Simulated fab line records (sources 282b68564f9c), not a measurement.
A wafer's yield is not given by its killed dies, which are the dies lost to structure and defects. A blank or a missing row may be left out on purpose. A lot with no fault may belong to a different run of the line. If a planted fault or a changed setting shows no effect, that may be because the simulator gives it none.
A struck lot beside a sound one -- flow rit cmos -- 44 steps out of a route of 202
Sound: the wafers L948.1, L948.2, L948.6. Wafers L960.1, L960.3, L960.5 were the ones struck. The cause is given at the end.
For every step that has rows: the tool of each side, followed by ch and its chambers, followed by its first start. Under that, the readings that differ: sound wafers -- struck wafers -- difference of the means -- sigmas: that difference in standard deviations of wafers without a fault.
alike: readings whose means differ by less than 2 such deviations, and words and numbers that are the same on both sides. not compared: withheld readings, readings that some wafer has no value for, bounds like >300 that may hide the same value, and numbers for which the record gives no deviation and whose values overlap.
A row with sigmas, a row that says differs or no value, or rows on one side alone: a step with any of these is where the two part. Numbers that don't overlap but have no deviation are shown without sigmas and don't part them. A reading that every wafer of one side lacks parts them only if that side has two wafers or more.

first, 2 steps without rows for these wafers: RIT_NLDD_HARDBAKE_07 (time 60 s); RIT_NLDD_IMPLANT_08.
RIT_NLDD_STRIP_09: strips in O2, time 180 s.
  sound on plasma asher-03 ch 0,1, day 3 19:38; struck on plasma asher-02 ch 0,1, day 6 07:54
  alike: drypump motor current A
  not compared: rf hours counter h
RIT_NLDD_TW_MEAS_10:
  struck on film metro-03, day 6 08:04; sound on film metro-01, day 3 19:49
  alike: NLDD_TW
then, 6 steps without rows for these wafers: RIT_PLDD_HMDS_00 (prime time 60 s); RIT_PLDD_COAT_01 (resist thk 1000 nm); RIT_PLDD_SOFTBAKE_02 (time 60 s); RIT_PLDD_EXPOSE_03 (exposes mask M8, target cd 40900 nm); RIT_PLDD_PEB_04; RIT_PLDD_DEVELOP_05 (develop time 50 s).
RIT_PLDD_OVL_MEAS_06:
  struck on overlay-02, day 6 08:59; sound on overlay-02, day 3 20:44
  alike: PLDD_OVL
then, 1 step without rows for these wafers: RIT_PLDD_HARDBAKE_07 (time 60 s).
RIT_PLDD_IMPLANT_08:
  sound on implanter-04 ch 0, day 3 20:55; struck on implanter-03 ch 0, day 6 09:10
reading,sound,struck,difference,sigmas
beam energy keV,19.996 20.010 19.997,20.896 20.900 20.895,+0.896,+99 or more
model.implant.drp nm (nm),9.752 9.752 9.752,10.06 10.06 10.06,+0.31,
  alike: faraday current uA
RIT_PLDD_STRIP_09: strips in O2, time 180 s.
  sound on plasma asher-03 ch 0,1, day 3 21:04; struck on plasma asher-02 ch 0,1, day 6 09:19
  alike: drypump motor current A
  not compared: rf hours counter h
RIT_PLDD_TW_MEAS_10:
  struck on film metro-03, day 6 09:29; sound on film metro-01, day 3 21:14
reading,sound,struck,difference,sigmas
PLDD_TW,2323 2338 2330,2366 2371 2355,+34,+2
then, 4 steps without rows for these wafers: RIT_SPACER_CLEAN_00 (cleans in SC1, time 600 s); RIT_SPACER_CLEAN_01 (cleans in dHF, time 30 s); RIT_SPACER_CLEAN_02 (cleans in SC2, time 600 s); RIT_SPACER_CVD_03 (deposits Si3N4 from SiH2Cl2/NH3, target thk 250 nm, time 3300 s).
RIT_SPACER_THK_MEAS_04:
  struck on film metro-02, day 6 15:50; sound on film metro-02, day 3 23:36
  alike: SPACER_NITRIDE_THK
RIT_SPACER_ETCHBACK_05: etches Si3N4 in SF6/CHF3, stops on SiO2, target depth 250 nm, time 240 s.
  sound on rie diel-03 ch 1,2,3, day 3 23:40; struck on rie diel-01 ch 0,2,3, day 6 15:54
  alike: drypump motor current A, oes product au, throttle valve pct
  not compared: rf hours counter h
then, 6 steps without rows for these wafers: RIT_NSD_HMDS_00 (prime time 60 s); RIT_NSD_COAT_01 (resist thk 1000 nm); RIT_NSD_SOFTBAKE_02 (time 60 s); RIT_NSD_EXPOSE_03 (exposes mask M9, target cd 40700 nm); RIT_NSD_PEB_04; RIT_NSD_DEVELOP_05 (develop time 50 s).
RIT_NSD_OVL_MEAS_06:
  struck on overlay-02, day 6 16:54; sound on overlay-02, day 4 00:55
  alike: NSD_OVL
then, 2 steps without rows for these wafers: RIT_NSD_HARDBAKE_07 (time 60 s); RIT_NSD_IMPLANT_08.
RIT_NSD_STRIP_09: strips in O2, time 180 s.
  sound on plasma asher-02 ch 0,1, day 4 01:15; struck on plasma asher-04 ch 0,1, day 6 17:14
reading,sound,struck,difference,sigmas
drypump motor current A (A),5.24 5.15 5.18,6.30 6.30 5.49,+0.84,+3
  not compared: rf hours counter h
RIT_NSD_TW_MEAS_10:
  struck on film metro-03, day 6 17:25; sound on film metro-01, day 4 01:26
  alike: NSD_TW
then, 6 steps without rows for these wafers: RIT_PSD_HMDS_00 (prime time 60 s); RIT_PSD_COAT_01 (resist thk 1000 nm); RIT_PSD_SOFTBAKE_02 (time 60 s); RIT_PSD_EXPOSE_03 (exposes mask M10, target cd 40900 nm); RIT_PSD_PEB_04; RIT_PSD_DEVELOP_05 (develop time 50 s).
RIT_PSD_OVL_MEAS_06:
  struck on overlay-01, day 6 18:19; sound on overlay-01, day 4 02:20
  alike: PSD_OVL
then, 2 steps without rows for these wafers: RIT_PSD_HARDBAKE_07 (time 60 s); RIT_PSD_IMPLANT_08.
RIT_PSD_STRIP_09: strips in O2, time 180 s.
  sound on plasma asher-03 ch 0,1, day 4 02:40; struck on plasma asher-04 ch 0,1, day 6 18:40
  alike: drypump motor current A
  not compared: rf hours counter h
RIT_SDANNEAL_RS_MEAS_06: a four-point-probe measurement.
  struck on film metro-01, day 6 19:35; sound on film metro-02, day 4 03:45
reading,sound,struck,difference,sigmas
PLDD_RS (ohm/sq),177.6 176.5 176.9,173.7 173.8 173.2,-3.4,-7
RIT_M1_PROBE_99:
  sound wafers here have rows in the record (prober-02, day 4 11:11); struck ones have none

## WHERE THEY PART
Earliest at RIT_PLDD_IMPLANT_08; latest, in this record, at RIT_M1_PROBE_99.

WHY: what the simulator had put in
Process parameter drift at RIT_PLDD_IMPLANT_08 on implanter-03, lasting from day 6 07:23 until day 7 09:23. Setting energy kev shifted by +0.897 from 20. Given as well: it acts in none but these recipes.
